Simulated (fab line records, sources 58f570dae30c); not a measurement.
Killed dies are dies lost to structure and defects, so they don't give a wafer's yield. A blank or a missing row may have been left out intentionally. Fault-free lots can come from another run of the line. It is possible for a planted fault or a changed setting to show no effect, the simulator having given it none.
2 desks looking at one fault | flow berkeley_cmos170 | numbers are kept per desk, each desk with only its own; the story behind them comes last

== DESK OF THE TOOL OWNER: rie_diel-02 ==
The tool's own readings at UCB170_CONTACT_ETCH_18 (etches PSG in CHF3/CF4/Ar, stops on TiSi2, target depth 840 nm, time 195 s): means of the sampled wafers that have a number, for each lot that ran on this tool. If a lot's mean is further than 4 standard deviations from the usual mean, the lot is out of limits and carries the mark OUT (the distance appears in the brackets).
Columns: A = drypump_motor_current_A at UCB170_CONTACT_ETCH_18, usual 5.6 A; B = oes_product_au at UCB170_CONTACT_ETCH_18, usual 0.895 a.u.; C = run_length_s at UCB170_CONTACT_ETCH_18, usual 223.4 s; D = throttle_valve_pct at UCB170_CONTACT_ETCH_18, usual 6.92 %
lot  | first seen here | A   | B                | C               | D
L964 | day 8 02:00     | 5.6 | 0.881            | 223.9           | 6.90
L974 | day 10 11:00    | 5.9 | 0.957 (+4.4) OUT | 214.1 (-24) OUT | 6.90
L975 | day 10 14:00    | 5.5 | 0.942            | 214.3 (-24) OUT | 6.95
This desk's finding: out of limits on L974, L975; first on L974, day 10 11:00 (oes_product_au at UCB170_CONTACT_ETCH_18). In limits: L964.

== METROLOGY DESK ==
What the gauges read for every lot (on any tool): the sampled wafers with a number, averaged. If a lot's mean is further than 4 standard deviations from the usual mean, the lot is out of limits and carries the mark OUT (the distance appears in the brackets).
Columns: A = cd_nm at UCB170_CONTACT_CD_MEAS_15, usual 700.2 nm; B = CONTACT_OVL at UCB170_CONTACT_OVL_MEAS_16, usual 1 nm
lot  | first seen here | A     | B
L964 | day 8 01:50     | 701.2 | 11
L976 | day 10 11:33    | 701.7 | 7
L974 | day 10 11:47    | 701.6 | -6
L975 | day 10 14:10    | 698.3 | 3
L984 | day 12 00:24    | 699.9 | 2
L986 | day 12 12:32    | 701.0 | 1
This desk's finding: nothing out of limits on any of the 6 lots.

== PUT TOGETHER ==
The tool owner's desk could have raised an alarm at day 10 11:00, on L974, L975.
The metrology desk saw nothing out of limits.
The metrology desk has L974, L975 on record, within its limits.
The lots listed all ran UCB170_CONTACT_ETCH_18 on rie_diel-02.

== WHAT THE SIMULATOR HAD PUT IN ==
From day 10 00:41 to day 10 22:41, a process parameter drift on rie_diel-02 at UCB170_CONTACT_ETCH_18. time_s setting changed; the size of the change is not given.
Struck lots among those shown: L974, L975.
Hours from the fault's start to each desk's first reading out of limits: the tool owner's desk, 10.
